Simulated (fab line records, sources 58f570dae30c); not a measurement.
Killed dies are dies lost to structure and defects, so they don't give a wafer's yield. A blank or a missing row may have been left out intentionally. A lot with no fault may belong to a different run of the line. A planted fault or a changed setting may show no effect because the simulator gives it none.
fab line records	flow berkeleyCmos170
record lots=5	wafers=23
route steps=331 shown ACTIVE@65 FIELD@90 PLDD@148 NLDD@162 SPACER@171 PSD@179 SILICIDE@211 CONTACT@227
startH: the number of hours between the record's first day and the start of the first shown wafer of the lot	waitH: hours since the lot's step before	" unchanged from the row above	L1.1+2: several wafers, shown together as one row	- no value, or no start given	* or withheld: withheld	< > ~ a bound
route shown NAME@n: a module of which the file shows steps, and the number in the route of the first	usual: the fault-free wafers' mean and standard deviation	same: alike in all rows	chamber/n: place in a boat	sites: per-site readings	_std_site: their standard deviation	_edge_site: the outer-site mean with the inner-site mean subtracted	radiusMm: how far each site lies from the wafer's centre	mask NAME#n: copy n	behind: the last tool/chamber to shape the wafer	hold: what put the lot on hold/how long, in hours/how the hold closed	device: whichever transistor did not switch (one of n, p or np)	end of line: the same wafers' tests at the end of the route	for a step that has no rows: nothing shown but its recipe	killed: at the first sort, the dies lost to defects and structure; wafer yield is something else	map: a wafer's dies, marking killed ones x, the rest . and places with no die _
set.NAME: setting as actually run; set.NAME@STEP: the setting as run at that earlier step	model.NAME: the simulator's own value behind a step, which no gauge read
one table per step and one row per wafer, for lots whose settings were changed on purpose
## steps
# step UCB170_ACTIVE_CVD_05
# recipe material=Si3N4	targetThkNm=220	tempC=800	precursor=SiH2Cl2/NH3	timeS=3300	pressureMtorr=200	sih2cl2FlowSccm=25	nh3FlowSccm=75
lot.wafer	tool	chamber	startH	waitH	set.pressureMtorr	model.Si3N4_of_ACTIVE_CVD_05.thkNm
L075.1	lpcvd-01	1	77.29	1.9	200	221.2
L075.2	"	1	"	"	200	220.3
L075.3	"	1	"	"	200	220
L078.1	-	-	-	0.1	189	216.1
L078.3	"	-	"	"	189	214.8
L078.4	"	-	"	"	189	217.1
L078.5	"	-	"	"	189	217.8
L078.6	"	-	"	"	189	215.4
L079.1	-	-	-	0.0	188.8	215.4
L079.2	"	-	"	"	188.8	213.3
L079.3	"	-	"	"	188.8	214.2
L079.5	"	-	"	"	188.8	216.6
L079.6	"	-	"	"	188.8	214.4
L081.1	-	-	-	0.6	220.2	227.4
L081.2+5	"	-	"	"	220.2	229.7
L081.3	"	-	"	"	220.2	228.9
L081.4	"	-	"	"	220.2	229.5
L085.1	-	-	-	0.0	200	224.8
L085.3	"	-	"	"	200	224
L085.4	"	-	"	"	200	223.9
L085.5	"	-	"	"	200	221.9
L085.6	"	-	"	"	200	222.1
# step UCB170_ACTIVE_THK_MEAS_06
# recipe reads=Si3N4_of_ACTIVE_CVD_05
# usual ACTIVE_NITRIDE_THK=221.2/1.8
lot.wafer	tool	chamber	startH	waitH	set.pressureMtorr@ACTIVE_CVD_05	ACTIVE_NITRIDE_THK[nm]
L075.1	filmMetro-02	-	79.21	0.0	200	221.1
L075.2	"	-	"	"	200	220.4
L075.3	"	-	"	"	200	219.9
L078.1	filmMetro-02	-	-	-	189	216.2
L078.3	"	-	"	"	189	214.9
L078.4	"	-	"	"	189	217.1
L078.5	"	-	"	"	189	217.8
L078.6	"	-	"	"	189	215.4
L079.1	filmMetro-03	-	-	-	188.8	215.4
L079.2	"	-	"	"	188.8	213.4
L079.3	"	-	"	"	188.8	214.3
L079.5	"	-	"	"	188.8	216.8
L079.6	"	-	"	"	188.8	214.4
L081.1	filmMetro-04	-	-	-	220.2	227.4
L081.2	"	-	"	"	220.2	229.5
L081.3	"	-	"	"	220.2	228.9
L081.4	"	-	"	"	220.2	229.4
L081.5	"	-	"	"	220.2	229.6
L085.1	filmMetro-04	-	-	-	200	224.7
L085.3	"	-	"	"	200	224.1
L085.4	"	-	"	"	200	223.9
L085.5	"	-	"	"	200	222.0
L085.6	"	-	"	"	200	221.9
# step UCB170_FIELD_OXIDATION_01
# recipe tempC=1000	ambient=H2O	pH2oTorr=584.62	targetThkA=5583	oxTimeS=7200
lot.wafer	tool	chamber	startH	waitH	set.oxTimeS	set.pressureMtorr@ACTIVE_CVD_05	model.Si3N4_of_ACTIVE_CVD_05.thkNm
L075.1	furnace-02	0	86.10	1.3	7200	200	213.9
L075.2	"	0	"	"	7200	200	213
L075.3	"	0	"	"	7200	200	212.8
L078.1	-	-	-	1.9	8019	189	208.4
L078.3	"	-	"	"	8019	189	207
L078.4	"	-	"	"	8019	189	209.4
L078.5	"	-	"	"	8019	189	210.1
L078.6	"	-	"	"	8019	189	207.7
L079.1	-	-	-	2.3	6644	188.8	208.5
L079.2	"	-	"	"	6644	188.8	206.4
L079.3	"	-	"	"	6644	188.8	207.3
L079.5	"	-	"	"	6644	188.8	209.7
L079.6	"	-	"	"	6644	188.8	207.5
L081.1	-	-	-	4.0	6594	220.2	220.6
L081.2+5	"	-	"	"	6594	220.2	222.8
L081.3	"	-	"	"	6594	220.2	222
L081.4	"	-	"	"	6594	220.2	222.6
L085.1	-	-	-	2.3	7607	200	217.3
L085.3	"	-	"	"	7607	200	216.5
L085.4	"	-	"	"	7607	200	216.4
L085.5	"	-	"	"	7607	200	214.4
L085.6	"	-	"	"	7607	200	214.6
# step UCB170_PLDD_EXPOSE_03
# recipe maskId=PSELECT	na=0.5	sigmaOuter=0.6	sourceShape=conventional	targetCdNm=1200	doseMj=30
lot.wafer	tool	chamber	startH	waitH	mask	set.doseMj
L075.1+2+3	krfScanner-02	0	127.41	0.1	PSELECT#0	30
L078.1+4+6	krfScanner-02	0	134.65	0.3	PSELECT#0	27.99
L078.3+5	"	0	"	"	PSELECT#0	30
L079.1+5+6	krfScanner-02	0	152.65	0.1	PSELECT#0	28.41
L079.2+3	"	0	"	"	PSELECT#0	30
L081.1+2+3	krfScanner-01	0	158.47	0.5	PSELECT#0	29.09
L081.4+5	"	0	"	"	PSELECT#0	30
L085.1+5	krfScanner-02	0	176.80	0.1	PSELECT#0	30
L085.3+4+6	"	0	"	"	PSELECT#0	29.18
# step UCB170_PLDD_PEB_04
# recipe pebTempC=130	pebTimeS=withheld	resist=KrF
# step UCB170_PLDD_DEVELOP_05
# recipe developer=TMAH	developTimeS=45	resist=KrF	devTempC=21
# step UCB170_PLDD_CD_MEAS_06
# recipe targetCdNm=1200
# usual cdNm=1199.8/1.5
lot.wafer	tool	chamber	startH	waitH	set.doseMj@PLDD_EXPOSE_03	cdNm
L075.1	cdSem-01	-	127.83	-	30	1200.7
L075.2	"	-	"	"	30	1199.6
L075.3	"	-	"	"	30	1200.3
L078.1	cdSem-01	-	135.12	-	27.99	1185.9
L078.3	"	-	"	"	30	1198.7
L078.4	"	-	"	"	27.99	1186.5
L078.5	"	-	"	"	30	1199.2
L078.6	"	-	"	"	27.99	1185.8
L079.1	cdSem-01	-	153.20	-	28.41	1189.5
L079.2	"	-	"	"	30	1198.9
L079.3	"	-	"	"	30	1198.7
L079.5	"	-	"	"	28.41	1189.5
L079.6	"	-	"	"	28.41	1190.8
L081.1	cdSem-02	-	158.86	-	29.09	1195.1
L081.2	"	-	"	"	29.09	1194.0
L081.3	"	-	"	"	29.09	1193.5
L081.4	"	-	"	"	30	1199.7
L081.5	"	-	"	"	30	1200.3
L085.1	cdSem-02	-	177.19	-	30	1198.6
L085.3	"	-	"	"	29.18	1193.3
L085.4	"	-	"	"	29.18	1193.4
L085.5	"	-	"	"	30	1199.2
L085.6	"	-	"	"	29.18	1192.0
# step UCB170_NLDD_PEB_04
# recipe pebTempC=130	pebTimeS=withheld	resist=KrF
lot.wafer	tool	chamber	startH	waitH	set.pebTempC
L075.1+2+3	lithoTrack-03	0	129.19	0.1	130
L078.1+6	lithoTrack-04	0	137.75	0.1	132
L078.3+4+5	"	0	"	"	130
L079.1+2+3	lithoTrack-01	0	156.48	0.3	130
L079.5+6	"	0	"	"	127.8
L081.1+4	lithoTrack-01	0	160.49	0.1	127.1
L081.2+3+5	"	0	"	"	130
L085.1+3+6	lithoTrack-04	0	178.55	0.1	128
L085.4+5	"	0	"	"	130
# step UCB170_NLDD_DEVELOP_05
# recipe developer=TMAH	developTimeS=45	resist=KrF	devTempC=21
# step UCB170_NLDD_CD_MEAS_06
# recipe targetCdNm=1200
# usual cdNm=1200.5/1.3
lot.wafer	tool	chamber	startH	waitH	set.pebTempC@NLDD_PEB_04	cdNm
L075.1	cdSem-02	-	129.46	-	130	1202.5
L075.2	"	-	"	"	130	1200.9
L075.3	"	-	"	"	130	1201.0
L078.1	cdSem-01	-	138.02	-	132	1211.4
L078.3	"	-	"	"	130	1200.1
L078.4	"	-	"	"	130	1199.7
L078.5	"	-	"	"	130	1199.4
L078.6	"	-	"	"	132	1212.6
L079.1	cdSem-01	-	156.75	-	130	1199.6
L079.2	"	-	"	"	130	1200.1
L079.3	"	-	"	"	130	1197.6
L079.5	"	-	"	"	127.8	1182.8
L079.6	"	-	"	"	127.8	1181.1
L081.1	cdSem-01	-	160.76	-	127.1	1181.3
L081.2	"	-	"	"	130	1201.2
L081.3	"	-	"	"	130	1201.3
L081.4	"	-	"	"	127.1	1179.5
L081.5	"	-	"	"	130	1201.7
L085.1	cdSem-02	-	178.82	-	128	1186.5
L085.3	"	-	"	"	128	1185.3
L085.4	"	-	"	"	130	1200.1
L085.5	"	-	"	"	130	1201.9
L085.6	"	-	"	"	128	1186.0
# step UCB170_SPACER_CVD_00
# recipe material=SiO2	targetThkNm=376	tempC=390	precursor=TEOS/O2	timeS=47	rfW=550	pressureMtorr=9000
lot.wafer	tool	chamber	startH	waitH	set.timeS	model.SiO2_of_SPACER_CVD_00.thkNm
L075.1	pecvd-03	1	130.25	0.0	47	366.4
L075.2	"	2	"	"	47	370.6
L075.3	"	0	"	"	47	371
L078.1	pecvd-02	1	138.81	0.0	44.8	353.3
L078.3	"	2	"	"	44.8	357.5
L078.4	"	1	"	"	44.8	359.5
L078.5	"	1	"	"	47	378.1
L078.6	"	2	"	"	47	374.6
L079.1	pecvd-03	0	157.54	0.0	47	368.2
L079.2	"	2	"	"	47	368.9
L079.3	"	1	"	"	47	369
L079.5	"	2	"	"	47	372.2
L079.6	"	1	"	"	47	373.2
L081.1	pecvd-01	0	161.55	0.0	47	370.8
L081.2	"	2	"	"	47	369.3
L081.3	"	1	"	"	41.71	331.8
L081.4	"	2	"	"	47	376
L081.5	"	0	"	"	41.71	336
L085.1	pecvd-02	0	179.68	0.0	47	374.1
L085.3	"	2	"	"	47	369.1
L085.4	"	1	"	"	43.82	355.9
L085.5	"	2	"	"	43.82	349.6
L085.6	"	0	"	"	43.82	351.8
# step UCB170_SPACER_THK_MEAS_01
# recipe reads=SiO2_of_SPACER_CVD_00
# usual SPACER_TEOS_THK=375/4.1
lot.wafer	tool	chamber	startH	waitH	set.timeS@SPACER_CVD_00	SPACER_TEOS_THK[nm]
L075.1	filmMetro-02	-	130.30	0.0	47	367
L075.2	"	-	"	"	47	371
L075.3	"	-	"	"	47	371
L078.1	filmMetro-02	-	138.88	0.0	44.8	353
L078.3	"	-	"	"	44.8	358
L078.4	"	-	"	"	44.8	359
L078.5	"	-	"	"	47	378
L078.6	"	-	"	"	47	374
L079.1	filmMetro-01	-	157.59	0.0	47	369
L079.2	"	-	"	"	47	369
L079.3	"	-	"	"	47	369
L079.5	"	-	"	"	47	372
L079.6	"	-	"	"	47	373
L081.1	filmMetro-01	-	161.60	0.0	47	371
L081.2	"	-	"	"	47	369
L081.3	"	-	"	"	41.71	332
L081.4	"	-	"	"	47	376
L081.5	"	-	"	"	41.71	336
L085.1	filmMetro-01	-	179.74	0.0	47	374
L085.3	"	-	"	"	47	369
L085.4	"	-	"	"	43.82	356
L085.5	"	-	"	"	43.82	349
L085.6	"	-	"	"	43.82	352
# step UCB170_SPACER_ANNEAL_02
# recipe tempC=900	timeS=1800	ambient=N2
# step UCB170_SPACER_ETCHBACK_03
# recipe stopOn=Si	target=SiO2	chemistry=CHF3/CF4/Ar	CHF3_flow_sccm=50	cf4FlowSccm=10	Ar_flow_sccm=120	pressureMtorr=200	rfW=500	targetDepthA=3760	timeS=100
lot.wafer	tool	chamber	startH	waitH	set.timeS@SPACER_CVD_00	model.etch.depthNm
L075.1	rieDiel-02	2	133.51	0.0	47	366.4
L075.2	"	1	"	"	47	370.6
L075.3	"	0	"	"	47	371
L078.1	rieDiel-03	1	143.60	0.0	44.8	353.3
L078.3	"	2	"	"	44.8	357.5
L078.4	"	3	"	"	44.8	-
L078.5	"	0	"	"	47	-
L078.6	"	3	"	"	47	374.6
L079.1+5+6	rieDiel-03	1,1,2	162.02	0.0	47	-
L079.2	"	3	"	"	47	368.9
L079.3	"	2	"	"	47	369
L081.1+2+4	rieDiel-03	3,1,2	165.29	0.0	47	-
L081.3+5	"	0,2	"	"	41.71	-
L085.1	rieDiel-03	2	183.46	0.0	47	374.1
L085.3	"	1	"	"	47	-
L085.4+6	"	0,3	"	"	43.82	-
L085.5	"	0	"	"	43.82	349.6
# step UCB170_PSD_PEB_04
# recipe pebTempC=130	pebTimeS=withheld	resist=KrF
lot.wafer	tool	chamber	startH	waitH	set.pebTempC
L075.1+2+3	lithoTrack-03	0	134.59	0.3	130
L078.1+3+4+5+6	lithoTrack-03	0	144.81	0.3	130
L079.1+3+6	lithoTrack-02	0	163.12	0.3	130
L079.2+5	"	0	"	"	126.8
L081.1+3+4	lithoTrack-03	0	166.26	0.1	126.2
L081.2+5	"	0	"	"	130
L085.1+4	lithoTrack-04	0	184.10	0.1	130
L085.3+5+6	"	0	"	"	129
# step UCB170_PSD_DEVELOP_05
# recipe developer=TMAH	developTimeS=45	resist=KrF	devTempC=21
# step UCB170_PSD_CD_MEAS_06
# recipe targetCdNm=1200
# usual cdNm=1199.7/1.5
lot.wafer	tool	chamber	startH	waitH	set.pebTempC@PSD_PEB_04	cdNm
L075.1	cdSem-02	-	134.92	-	130	1199.6
L075.2	"	-	"	"	130	1198.6
L075.3	"	-	"	"	130	1199.4
L078.1	cdSem-02	-	145.09	-	130	1200.5
L078.3	"	-	"	"	130	1200.3
L078.4	"	-	"	"	130	1199.6
L078.5	"	-	"	"	130	1199.8
L078.6	"	-	"	"	130	1200.3
L079.1	cdSem-01	-	163.40	-	130	1199.3
L079.2	"	-	"	"	126.8	1174.9
L079.3	"	-	"	"	130	1199.5
L079.5	"	-	"	"	126.8	1174.1
L079.6	"	-	"	"	130	1197.9
L081.1	cdSem-01	-	166.53	-	126.2	1166.9
L081.2	"	-	"	"	130	1197.2
L081.3	"	-	"	"	126.2	1167.0
L081.4	"	-	"	"	126.2	1167.8
L081.5	"	-	"	"	130	1196.8
L085.1	cdSem-02	-	184.37	-	130	1199.1
L085.3	"	-	"	"	129	1193.1
L085.4	"	-	"	"	130	1198.5
L085.5	"	-	"	"	129	1192.4
L085.6	"	-	"	"	129	1192.7
# step UCB170_SILICIDE_SPUTTER_01
# recipe material=Ti	targetThkNm=30	timeS=25	powerW=1500	chamberPressurePa=0.5
lot.wafer	tool	chamber	startH	waitH	set.powerW	model.Ti_of_SILICIDE_SPUTTER_01.thkNm
L075.1	pvdSputter-04	-	138.69	0.0	1500	30.56
L075.2	"	-	"	"	1500	30.32
L075.3	"	-	"	"	1500	30.64
L078.1	pvdSputter-04	-	148.92	0.0	1382	27.85
L078.3	"	-	"	"	1382	27.92
L078.4	"	-	"	"	1500	30.24
L078.5	"	-	"	"	1500	30.19
L078.6	"	-	"	"	1382	27.68
L079.1	pvdSputter-04	-	166.92	0.0	1666	33.66
L079.2	"	-	"	"	1500	30.27
L079.3	"	-	"	"	1666	33.32
L079.5	"	-	"	"	1500	30.21
L079.6	"	-	"	"	1500	29.98
L081.1	pvdSputter-04	-	170.38	0.0	1500	29.88
L081.2	"	-	"	"	1500	29.92
L081.3	"	-	"	"	1434	28.53
L081.4	"	-	"	"	1434	28.52
L081.5	"	-	"	"	1434	28.7
L085.1	pvdSputter-04	-	189.04	0.0	1663	33.02
L085.3	"	-	"	"	1500	30.2
L085.4	"	-	"	"	1500	29.95
L085.5	"	-	"	"	1663	33.41
L085.6	"	-	"	"	1663	33.16
# step UCB170_SILICIDE_RS_MEAS_02
# recipe thkMeasGauge=four-point-probe	reads=Ti_of_SILICIDE_SPUTTER_01
# usual SILICIDE_TI_RS=26.14/0.27
lot.wafer	tool	chamber	startH	waitH	set.powerW@SILICIDE_SPUTTER_01	SILICIDE_TI_RS[ohm/sq]
L075.1	filmMetro-03	-	138.72	0.0	1500	25.54
L075.2	"	-	"	"	1500	25.80
L075.3	"	-	"	"	1500	25.49
L078.1	filmMetro-03	-	148.95	0.0	1382	28.46
L078.3	"	-	"	"	1382	28.44
L078.4	"	-	"	"	1500	25.87
L078.5	"	-	"	"	1500	25.96
L078.6	"	-	"	"	1382	28.74
L079.1	filmMetro-01	-	166.95	0.0	1666	22.83
L079.2	"	-	"	"	1500	25.89
L079.3	"	-	"	"	1666	23.11
L079.5	"	-	"	"	1500	25.94
L079.6	"	-	"	"	1500	26.10
L081.1	filmMetro-01	-	170.41	0.0	1500	26.23
L081.2	"	-	"	"	1500	26.17
L081.3	"	-	"	"	1434	27.65
L081.4	"	-	"	"	1434	27.73
L081.5	"	-	"	"	1434	27.50
L085.1	filmMetro-04	-	189.07	0.0	1663	23.40
L085.3	"	-	"	"	1500	25.96
L085.4	"	-	"	"	1500	26.22
L085.5	"	-	"	"	1663	23.04
L085.6	"	-	"	"	1663	23.27
# step UCB170_SILICIDE_THK_MEAS_03
# recipe thkMeasGauge=xrf	reads=Ti_of_SILICIDE_SPUTTER_01
# usual SILICIDE_TI_THK=30.0/0.3
lot.wafer	tool	chamber	startH	waitH	set.powerW@SILICIDE_SPUTTER_01	SILICIDE_TI_THK[nm]
L075.1	filmMetro-03	-	138.84	0.1	1500	30.8
L075.2	"	-	"	"	1500	30.3
L075.3	"	-	"	"	1500	30.9
L078.1	filmMetro-03	-	149.07	0.1	1382	28.0
L078.3	"	-	"	"	1382	28.1
L078.4	"	-	"	"	1500	30.4
L078.5	"	-	"	"	1500	30.1
L078.6	"	-	"	"	1382	27.8
L079.1	filmMetro-01	-	167.07	0.1	1666	33.7
L079.2	"	-	"	"	1500	30.2
L079.3	"	-	"	"	1666	33.4
L079.5	"	-	"	"	1500	30.2
L079.6	"	-	"	"	1500	29.9
L081.1	filmMetro-01	-	170.53	0.1	1500	30.0
L081.2	"	-	"	"	1500	30.1
L081.3	"	-	"	"	1434	28.6
L081.4	"	-	"	"	1434	28.5
L081.5	"	-	"	"	1434	28.9
L085.1	filmMetro-04	-	189.19	0.1	1663	33.2
L085.3	"	-	"	"	1500	30.1
L085.4	"	-	"	"	1500	30.1
L085.5	"	-	"	"	1663	33.4
L085.6	"	-	"	"	1663	33.1
# step UCB170_CONTACT_SOFTBAKE_11
# recipe resist=KrF	tempC=130	timeS=60
lot.wafer	tool	chamber	startH	waitH	set.tempC
L075.1+2+3	lithoTrack-01	0	-	-	130
L078.1+4+5	lithoTrack-01	0	-	-	133.8
L078.3+6	"	0	"	"	130
L079.1+2+3+5+6	lithoTrack-01	0	-	-	130
L081.1+2+3+4+5	lithoTrack-01	0	-	-	130
L085.1+3+6	lithoTrack-01	0	-	-	130
L085.4+5	"	0	"	"	131.6
# step UCB170_CONTACT_ETCH_18
# recipe chemistry=CHF3/CF4/Ar	target=PSG	stopOn=TiSi2	CHF3_flow_sccm=45	cf4FlowSccm=15	Ar_flow_sccm=150	pressureMtorr=200	rfW=700	targetDepthA=8400	overEtchFrac=0.2	timeS=195
lot.wafer	tool	chamber	startH	waitH	set.rfW
L075.1+2+3	rieDiel-02	1,2,3	-	-	700
L078.1+6	rieDiel-04	1	-	-	633.5
L078.3+4+5	"	2,1,2	"	"	700
L079.1+2+3+5+6	rieDiel-04	2,0,1,2,1	-	-	700
L081.1+5	rieDiel-04	1,0	-	-	651.9
L081.2+3+4	"	0,2,2	"	"	700
L085.1+5	rieDiel-02	3,0	-	-	635.7
L085.3+4+6	"	2,0,3	"	"	700
## key
split step=UCB170_ACTIVE_CVD_05	setting=pressureMtorr	stated=200	by=lot
response step=UCB170_ACTIVE_CVD_05	reading=model.Si3N4_of_ACTIVE_CVD_05.thkNm	change=+0.869	per=1%	r=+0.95
response step=UCB170_ACTIVE_THK_MEAS_06	reading=ACTIVE_NITRIDE_THK	change=+0.862	per=1%	r=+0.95
response step=UCB170_FIELD_OXIDATION_01	reading=model.Si3N4_of_ACTIVE_CVD_05.thkNm	change=+0.897	per=1%	r=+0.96
split step=UCB170_FIELD_OXIDATION_01	setting=oxTimeS	stated=7200	by=lot
response none clear
split step=UCB170_PLDD_EXPOSE_03	setting=doseMj	stated=30	by=wafer
response step=UCB170_PLDD_CD_MEAS_06	reading=cdNm	change=+1.87	per=1%	r=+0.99
split step=UCB170_NLDD_PEB_04	setting=pebTempC	stated=130	by=wafer
response step=UCB170_NLDD_CD_MEAS_06	reading=cdNm	change=+9.37	per=1%	r=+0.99
split step=UCB170_SPACER_CVD_00	setting=timeS	stated=47	by=wafer
response step=UCB170_SPACER_CVD_00	reading=model.SiO2_of_SPACER_CVD_00.thkNm	change=+3.35	per=1%	r=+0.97
response step=UCB170_SPACER_THK_MEAS_01	reading=SPACER_TEOS_THK	change=+3.35	per=1%	r=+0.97
response step=UCB170_SPACER_ETCHBACK_03	reading=model.etch.depthNm	change=+3.8	per=1%	r=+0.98
split step=UCB170_PSD_PEB_04	setting=pebTempC	stated=130	by=wafer
response step=UCB170_PSD_CD_MEAS_06	reading=cdNm	change=+9.99	per=1%	r=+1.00
split step=UCB170_SILICIDE_SPUTTER_01	setting=powerW	stated=1500	by=wafer
response step=UCB170_SILICIDE_SPUTTER_01	reading=model.Ti_of_SILICIDE_SPUTTER_01.thkNm	change=+0.297	per=1%	r=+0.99
response step=UCB170_SILICIDE_RS_MEAS_02	reading=SILICIDE_TI_RS	change=-0.284	per=1%	r=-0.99
response step=UCB170_SILICIDE_THK_MEAS_03	reading=SILICIDE_TI_THK	change=+0.3	per=1%	r=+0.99
split step=UCB170_CONTACT_SOFTBAKE_11	setting=tempC	stated=130	by=wafer
response none in this file
split step=UCB170_CONTACT_ETCH_18	setting=rfW	stated=700	by=wafer
response none in this file
